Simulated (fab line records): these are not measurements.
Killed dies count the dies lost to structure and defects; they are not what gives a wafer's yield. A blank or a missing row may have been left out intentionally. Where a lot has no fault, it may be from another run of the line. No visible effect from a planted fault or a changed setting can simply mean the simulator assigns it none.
A single fault, viewed from 2 desks -- flow rit cmos -- every desk sees just its own numbers, and what lay behind them comes last

## METROLOGY DESK
What the gauges read, lot by lot, whatever tool the lot ran on: means of the sampled wafers that have a number. Any lot whose mean is over 4 standard deviations away from the usual mean is out of limits and marked OUT; that distance is given in the brackets.
Columns: A = FIELD_OXIDE_LEFT_1_THK at RIT_FOX2_THK_MEAS_90, usual 308 nm; B = NRETRO_TW at RIT_NRETRO_TW_MEAS_10, usual 1056; C = cd nm at RIT_CONTACT_CD_MEAS_90, usual 1001.0 nm
lot,first seen here,A,B,C
L453,day 2 08:23,311,1060,1002.7
L455,day 2 13:23,302,1065,998.2
L457,day 2 22:05,312,1062,-
L459,day 3 08:40,315,1067,1002.9
L463,day 4 08:11,293,1062,998.3
L465,day 4 14:44,317,1044,1000.5
L468,day 5 07:02,310,1067,999.4
L469,day 5 10:20,298,1055,999.4
L470,day 5 14:54,308,1036,999.3
L471,day 5 21:08,297,1059,1003.7
L473,day 6 05:00,309,1037,998.8
L474,day 6 12:04,313,1056,1001.3
L475,day 6 16:16,304,1067,1001.7
Result from this desk: across the 13 lots, nothing is out of limits.

## DESK OF THE TOOL OWNER: plasma asher-03
The tool's own readings at RIT_PLDD_STRIP_09 (strips in O2, time 180 s): means of the sampled wafers that have a number, for each lot that ran on this tool. Any lot whose mean is over 4 standard deviations away from the usual mean is out of limits and marked OUT; that distance is given in the brackets.
Columns: A = chamber pressure mTorr at RIT_PLDD_STRIP_09, usual 4000 mTorr; B = drypump motor current A at RIT_PLDD_STRIP_09, usual 5.4 A; C = run length s at RIT_PLDD_STRIP_09, usual 208.4 s
lot,first seen here,A,B,C
L453,day 3 11:41,4000,5.6,208.2
L457,day 3 21:48,4003,5.5,72.3 (-99 or more) OUT
L470,day 6 18:07,4002,5.7,208.3
L474,day 7 14:48,3998,5.8,208.0
L475,day 7 18:56,4000,5.8,208.0
This desk finds L457 out of limits, L457 being first, at day 3 21:48 (run length s at RIT_PLDD_STRIP_09). In limits: L453, L470, L474, L475.

## PUT TOGETHER
An alarm could have come from the tool owner's desk at day 3 21:48, on L457.
At the metrology desk, nothing out of limits was observed.
The metrology desk holds a record of L457, inside its limits.
RIT_PLDD_STRIP_09 was run on plasma asher-03 by each of the lots named.

## WHAT THE SIMULATOR PUT IN
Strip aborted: plasma asher-03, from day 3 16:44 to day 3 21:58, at RIT_PLDD_STRIP_09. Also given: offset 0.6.
Shown lots that were struck: L457.
How many hours passed from the start of the fault until each desk's first out-of-limits reading: the tool owner's desk, 5.
